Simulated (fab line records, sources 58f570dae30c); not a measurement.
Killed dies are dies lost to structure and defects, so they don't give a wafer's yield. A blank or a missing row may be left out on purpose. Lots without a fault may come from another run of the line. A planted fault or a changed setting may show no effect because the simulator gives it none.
Problem report in the 8D (eight disciplines) form, filled by code | flow berkeley_cmos170 | the parts of the form that need people (team, actions taken, sign-off) are left out

1. THE PROBLEM
SPACER_TEOS_THK at UCB170_SPACER_THK_MEAS_01 reads a mean of 280 nm on 1 wafer of 1 lot; wafers without a fault read 376 nm with a standard deviation of 5.5. That is -17 standard deviations from the usual mean.
First seen on wafer L499.6, day 7 11:11, on film_metro-01. The record holds 39 wafers of 13 lots with a number at this step. Rule for "out", or "out of limits": more than 4 standard deviations from the usual mean. The other wafers with a number count as sound.

2. WHAT IT IS AND WHAT IT IS NOT
question                    | is               | is not
which readings at this step | SPACER_TEOS_THK  | -
which lots                  | L499             | L494, L496, L498, L502, L507, L508, L509, L510, L512, L513, L514, L515
which wafers of those lots  | L499.6           | L499.1, L499.2
read on which gauges        | film_metro-01    | film_metro-02, film_metro-03
when                        | from day 7 11:11 | up to then (14 sound wafers); but 24 sound wafers of L507, L508, L509, L510, L512, L513, L514, L515 came after

3. SUSPECTS, AND WHAT RULES EACH OUT
Counting: a tool at a process step up to the reading stays a suspect if it ran every lot that is out. Sound lots after the first of them don't rule it out here, since some wafers of a struck lot are sound.
- the gauge at UCB170_SPACER_THK_MEAS_01: ruled out. All the wafers that are out were read on film_metro-01, but those of them that UCB170_SPACER_ETCHBACK_03 has rows for are out there too, on other tools.
- pecvd-04 at UCB170_SPACER_CVD_00 (deposits SiO2 from TEOS/O2, target thk 376 nm, time 47 s): kept. It ran the lot that is out, L499 (day 7 11:08); its last sound lot up to then is L496 (day 6 10:04).
- Within pecvd-04 at UCB170_SPACER_CVD_00: the wafers that are out ran in chamber 1; their sound lot-mates ran in chambers 0, 2.
Left after counting: pecvd-04 at UCB170_SPACER_CVD_00.

4. THE CAUSE (what the simulator had put in)
Process parameter drift: pecvd-04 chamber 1, from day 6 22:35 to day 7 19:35, at UCB170_SPACER_CVD_00. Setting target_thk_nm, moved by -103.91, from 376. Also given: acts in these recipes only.
Counting left only this tool.

5. THE CHAIN OF EFFECTS, in route order
Each row: a reading whose mean over the struck wafers that have a number lies more than 3 standard deviations from the usual. Only readings for which the record gives a usual standard deviation are gone through. hours: the time from each lot's start at the first step in this table that gives one to its start at this step, as a median over the lots. sigmas: the change in usual standard deviations.
hours | step                      | reading         | usual      | on struck wafers | change | sigmas
0     | UCB170_SPACER_THK_MEAS_01 | SPACER_TEOS_THK | 376 nm     | 280              | -96    | -17
2     | UCB170_SPACER_ETCHBACK_03 | oes_product_au  | 0.899 a.u. | 0.737            | -0.162 | -10
The process steps in it:
- UCB170_SPACER_ETCHBACK_03: etches SiO2 in CHF3/CF4/Ar, stops on Si, target depth 376 nm, time 100 s.
Later measuring or inspecting steps at which every struck wafer that the step has a row for has a number for every such reading, and none has moved that far: UCB170_PSD_TW_MEAS_10.

6. WHAT WOULD HAVE CAUGHT IT SOONER
In this record the first reading out of limits at a measuring or inspecting step was taken at day 7 11:11, 13 hours after the fault began at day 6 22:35.
Of the tool readings at UCB170_SPACER_CVD_00 for which the record gives a usual standard deviation, none was out on any struck wafer, so an alarm limit of 4 standard deviations on them would not have fired.
All the lots that are out (1) had begun UCB170_SPACER_CVD_00 on pecvd-04 by day 7 11:11. A hold on the tool at that time would have spared none of them.
